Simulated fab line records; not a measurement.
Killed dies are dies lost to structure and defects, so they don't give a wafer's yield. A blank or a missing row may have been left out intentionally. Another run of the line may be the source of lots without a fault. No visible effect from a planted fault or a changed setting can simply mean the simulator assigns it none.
Struck lot and sound lot, side by side	flow berkeleyCmos170	22 steps out of a route of 331
Sound: wafers L810.2, L810.4, L810.5. Wafers L818.1, L818.2, L818.3 were the ones struck. The cause is named last.
Order at every step that has rows: each side's tool, ch and its chambers, its first start. Under that, the readings that differ: sound wafers	struck wafers	difference of the means	sigmas: that difference in standard deviations of wafers without a fault.
alike: readings with means less than 2 such deviations apart, plus words and numbers identical on both sides. not compared: withheld readings, readings lacking a value on some wafer, bounds such as >300 that could conceal the same value, and numbers that have no deviation in the record and whose values overlap.
The two part at a step that has a row with sigmas, a row that says differs or no value, or rows on one side only. Numbers that don't overlap but have no deviation are shown without sigmas and don't part them. Lack of a reading on every wafer of one side parts them only where that side has two or more wafers.

first, 6 steps without rows for these wafers: UCB170_NVT_HMDS_00 (prime time 60 s); UCB170_NVT_COAT_01 (resist thk 900 nm); UCB170_NVT_SOFTBAKE_02 (time 57.49 s); UCB170_NVT_EXPOSE_03 (exposes mask PWELL, target cd 3000 nm); UCB170_NVT_PEB_04; UCB170_NVT_DEVELOP_05 (develop time 45 s).
UCB170_NVT_OVL_MEAS_06:
  sound on overlay-02, day 6 06:59; struck on overlay-01, day 7 14:42
  alike: NVT_OVL
after that, 1 step had no rows for these wafers: UCB170_NVT_IMPLANT_07.
UCB170_NVT_STRIP_08: strips in O2.
  sound on plasmaAsher-01 ch 0,1, day 6 07:10; struck on plasmaAsher-03 ch 0,1, day 7 14:53
reading	sound	struck	difference	sigmas
drypumpMotorCurrentA (A)	6.6 5.3 6.5	5.5 5.4 5.4	-0.7	-2
  alike: oesProductAu, stripTimeToEndpointS
  not compared: rfHoursCounterH
UCB170_NVT_TW_MEAS_09:
  sound on filmMetro-01, day 6 07:16; struck on filmMetro-01, day 7 14:59
  alike: NVT_TW
then, 2 steps without rows for these wafers: UCB170_NVT_CLEAN_10 (cleans in SPM, time 600 s); UCB170_PVT_HMDS_00 (prime time 60 s).
UCB170_PVT_COAT_01: resist thk 900 nm.
  sound on lithoTrack-04 ch 0, day 6 07:46; struck on lithoTrack-03 ch 0, day 7 16:07
reading	sound	struck	difference	sigmas
spinSpeedRpm (rpm)	1499.8 1499.0 1498.8	1641.9 1642.1 1638.5	+141.6	+99 or more
model.KrF_of_PVT_COAT_01.thkNm (nm)	902.1 897.4 897.9	862.5 863.3 861.9	-36.6	
then, 3 steps without rows for these wafers: UCB170_PVT_SOFTBAKE_02 (time 60 s); UCB170_PVT_EXPOSE_03 (exposes mask NWELL, target cd 3000 nm); UCB170_PVT_PEB_04.
UCB170_PVT_DEVELOP_05: develop time 45 s.
  sound on lithoTrack-03 ch 0; struck on lithoTrack-03 ch 0
reading	sound	struck	difference	sigmas
model.KrF_of_PVT_COAT_01.thkNm (nm)	887.9 883.2 883.7	848.3 849.1 847.7	-36.6	
UCB170_PVT_OVL_MEAS_06:
  sound on overlay-01, day 6 08:51; struck on overlay-02, day 7 17:25
  alike: PVT_OVL
after that, 1 step had no rows for these wafers: UCB170_PVT_IMPLANT_07.
UCB170_PVT_STRIP_08: strips in O2.
  sound on plasmaAsher-04 ch 0,1, day 6 09:02; struck on plasmaAsher-02 ch 0,1, day 7 17:37
reading	sound	struck	difference	sigmas
stripTimeToEndpointS (s)	21.67 21.56 21.60	20.74 20.75 20.70	-0.88	-14
  alike: drypumpMotorCurrentA, oesProductAu
  not compared: rfHoursCounterH
UCB170_PVT_TW_MEAS_09:
  sound on filmMetro-03, day 6 09:08; struck on filmMetro-03, day 7 17:43
  alike: PVT_TW
after that, 1 step had no rows for these wafers: UCB170_M3_PROBE_99.

WHERE THEY PART
First at UCB170_NVT_STRIP_08; last, within this record, at UCB170_PVT_STRIP_08. Later steps at which nothing parts them and some readings are alike: UCB170_PVT_TW_MEAS_09.

WHY: what the simulator had put in
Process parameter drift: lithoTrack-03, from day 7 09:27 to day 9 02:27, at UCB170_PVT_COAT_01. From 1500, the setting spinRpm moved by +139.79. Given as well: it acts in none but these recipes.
